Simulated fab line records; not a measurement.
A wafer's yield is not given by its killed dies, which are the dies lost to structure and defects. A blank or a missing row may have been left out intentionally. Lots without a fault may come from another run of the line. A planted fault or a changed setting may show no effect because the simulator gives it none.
8D (eight disciplines) problem report, filled in by code    flow berkeley-cmos170    the parts of the form that need people (team, actions taken, sign-off) are left out

## 1. THE PROBLEM
Mean PSD_RS at UCB170_SDANNEAL_RS_MEAS_02: 104.95 ohm/sq over 6 wafers in 2 lots; fault-free wafers: 75.59 ohm/sq, standard deviation 0.29. That is +99 or more standard deviations from the usual mean.
The step: measures by four-point-probe.
Earliest sighting: wafer L230.1 on film-metro-02 at day 10 10:43. The record holds 42 wafers of 14 lots with a number at this step. The rule behind "out" and "out of limits": a value lying over 4 standard deviations away from the usual mean. All remaining wafers that have a number are taken as sound.

## 2. WHAT THIS IS AND IS NOT
question                     is                      is not
which readings at this step  PSD_RS                  -
which lots                   L230, L234              L221, L223, L225, L226, L227, L228, L229, L231, L232, L241, L243, L244
which wafers of those lots   all that have a number  -
read on which gauges         film-metro-02           film-metro-01, film-metro-03
when                         from day 10 10:43       up to then (27 sound wafers); but 9 sound wafers of L241, L243, L244 came after

## 3. WHAT RULES OUT EACH SUSPECT
Counting: a tool at any process step up to the reading remains a suspect when it ran all the lots that are out and ran no sound lot after the first of those.
- the gauge at UCB170_SDANNEAL_RS_MEAS_02: kept. All the wafers that are out were read on film-metro-02, and no step on other tools shows them out.
- rtp-anneal-01 at UCB170_SDANNEAL_RTA_01 (time 5 s): kept. It processed each lot that is out, first L230 at day 10 10:39, and no sound lot thereafter; up to then, the last sound lot it processed was L231 at day 10 05:46.
The count leaves film-metro-02 at UCB170_SDANNEAL_RS_MEAS_02 and rtp-anneal-01 at UCB170_SDANNEAL_RTA_01.

## 4. THE CAUSE (what the simulator had put in)
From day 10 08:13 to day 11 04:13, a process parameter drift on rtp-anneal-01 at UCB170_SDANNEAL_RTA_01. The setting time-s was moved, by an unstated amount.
Counting leaves 2 suspects; this tool is one of them.

## 5. THE CHAIN OF EFFECTS, in route order
Each row: a reading where the mean over the struck wafers with a number is more than 3 standard deviations away from the usual. Readings are gone through only where the record gives a usual standard deviation; hours: the median, over the lots, of the time from a lot's start at the first step in this table giving one to that lot's start at this step; sigmas: the change measured in usual standard deviations.
hours  step                        reading  usual          on struck wafers  change  sigmas
0      UCB170_SDANNEAL_RS_MEAS_02  PSD_RS   75.59 ohm/sq   104.95            +29.36  +99 or more
0      UCB170_SDANNEAL_RS_MEAS_03  NSD_RS   37.27 ohm/sq   40.61             +3.34   +37
0      UCB170_SDANNEAL_RS_MEAS_04  PLDD_RS  1031.6 ohm/sq  1047.2            +15.6   +5.2

## 6. HOW IT WOULD HAVE BEEN CAUGHT EARLIER
2 hours passed between the start of the fault at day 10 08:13 and the first reading out of limits at a measuring or inspecting step in this record, taken at day 10 10:43.
Of the tool readings at UCB170_SDANNEAL_RTA_01 for which the record gives a usual standard deviation, none was out on any struck wafer, so an alarm limit of 4 standard deviations on them would not have fired.
Among the 2 lots that are out, L234 began UCB170_SDANNEAL_RTA_01 on rtp-anneal-01 after day 10 10:43. Putting the tool on hold at that point would have spared it.
